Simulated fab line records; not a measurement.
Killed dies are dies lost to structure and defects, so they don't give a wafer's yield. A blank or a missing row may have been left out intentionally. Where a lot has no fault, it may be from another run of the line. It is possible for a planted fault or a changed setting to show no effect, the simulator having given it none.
One fault through the eyes of 2 desks :: flow berkeley-cmos170 :: what lay behind the numbers comes last; until then each desk has only its own

FOR THE TOOL OWNER'S DESK: lpcvd-02
The tool's own readings at UCB170_GATE_CVD_04 (deposits poly-Si from SiH4, time 1390 s, target thk 214 nm): means of the sampled wafers that have a number, for each lot that ran on this tool. Any lot whose mean is over 4 standard deviations away from the usual mean is out of limits and marked OUT; that distance is given in the brackets.
Columns: A = pressure-mtorr at UCB170_GATE_CVD_04, usual 375.0 mTorr; B = susceptor-temp-C at UCB170_GATE_CVD_04, usual 610.04 C
lot: L220
first seen here: day 6 17:31
A: 375.2
B: 609.62

lot: L221
first seen here: day 6 17:31
A: 374.7
B: 610.15

lot: L222
first seen here: day 7 15:08
A: 374.3
B: 610.11

lot: L223
first seen here: day 7 22:02
A: 373.8
B: 610.12

lot: L224
first seen here: day 7 22:02
A: 374.5
B: 609.87

lot: L225
first seen here: day 7 22:02
A: 375.1
B: 609.98

lot: L226
first seen here: day 8 14:32
A: 562.2 (+99 or more) OUT
B: 610.48

lot: L227
first seen here: day 8 14:32
A: 563.0 (+99 or more) OUT
B: 609.92

lot: L228
first seen here: day 8 14:32
A: 562.9 (+99 or more) OUT
B: 609.81

lot: L238
first seen here: day 11 18:21
A: 376.1
B: 610.32

lot: L239
first seen here: day 11 18:21
A: 374.5
B: 610.00

lot: L240
first seen here: day 12 02:02
A: 375.5
B: 610.47

lot: L241
first seen here: day 12 02:02
A: 374.8
B: 610.03

lot: L242
first seen here: day 12 09:46
A: 374.8
B: 610.25

lot: L243
first seen here: day 12 09:46
A: 375.6
B: 610.14
This desk's finding: out of limits on L226, L227, L228; first on L226, day 8 14:32 (pressure-mtorr at UCB170_GATE_CVD_04). L220, L221, L222, L223, L224, L225, L238, L239, L240, L241, L242, L243: within limits.

AT THE METROLOGY DESK
Lot by lot, what the gauges showed, no matter which tool ran the lot: averages of those sampled wafers that carry a number. Any lot whose mean is over 4 standard deviations away from the usual mean is out of limits and marked OUT; that distance is given in the brackets.
Columns: A = PFIELD_TW at UCB170_PFIELD_TW_MEAS_09, usual 607; B = GATE_POLY_THK at UCB170_GATE_THK_MEAS_05, usual 205.4 nm
lot: L220
first seen here: day 4 17:04
A: 612
B: 205.8

lot: L221
first seen here: day 4 17:22
A: 608
B: 208.0

lot: L222
first seen here: day 5 07:23
A: 610
B: 204.6

lot: L224
first seen here: day 5 18:22
A: 610
B: 205.6

lot: L223
first seen here: day 5 18:34
A: 605
B: 204.1

lot: L225
first seen here: day 5 18:44
A: 606
B: 203.6

lot: L226
first seen here: day 6 12:05
A: 607
B: 252.8 (+28) OUT

lot: L228
first seen here: day 6 18:49
A: 607
B: 250.2 (+26) OUT

lot: L227
first seen here: day 6 18:58
A: 606
B: 250.2 (+26) OUT

lot: L239
first seen here: day 9 01:06
A: 608
B: 203.4

lot: L238
first seen here: day 9 01:23
A: 611
B: 206.8

lot: L240
first seen here: day 9 12:45
A: 607
B: 208.8

lot: L241
first seen here: day 9 12:59
A: 606
B: 205.2

lot: L243
first seen here: day 9 21:35
A: 604
B: 206.6

lot: L242
first seen here: day 9 21:49
A: 606
B: 206.3
This desk's result: L226, L227, L228 out of limits, first on L228 (GATE_POLY_THK at UCB170_GATE_THK_MEAS_05), day 8 15:56. L220, L221, L222, L224, L223, L225, L239, L238, L240, L241, L243, L242: within limits.

PUT TOGETHER
An alarm could have come from the tool owner's desk at day 8 14:32, on L226, L227, L228.
Metrology desk: alarm possible at day 8 15:56 on L226, L227, L228.
On lpcvd-02, each named lot ran UCB170_GATE_CVD_04.

WHAT THE SIMULATOR HAD INSERTED
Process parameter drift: lpcvd-02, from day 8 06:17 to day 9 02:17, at UCB170_GATE_CVD_04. Setting pressure-mtorr shifted by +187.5 from 375. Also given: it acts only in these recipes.
Shown lots that were struck: L226, L227, L228.
Hours from the fault's start to each desk's first reading out of limits: the tool owner's desk, 8; the metrology desk, 10.
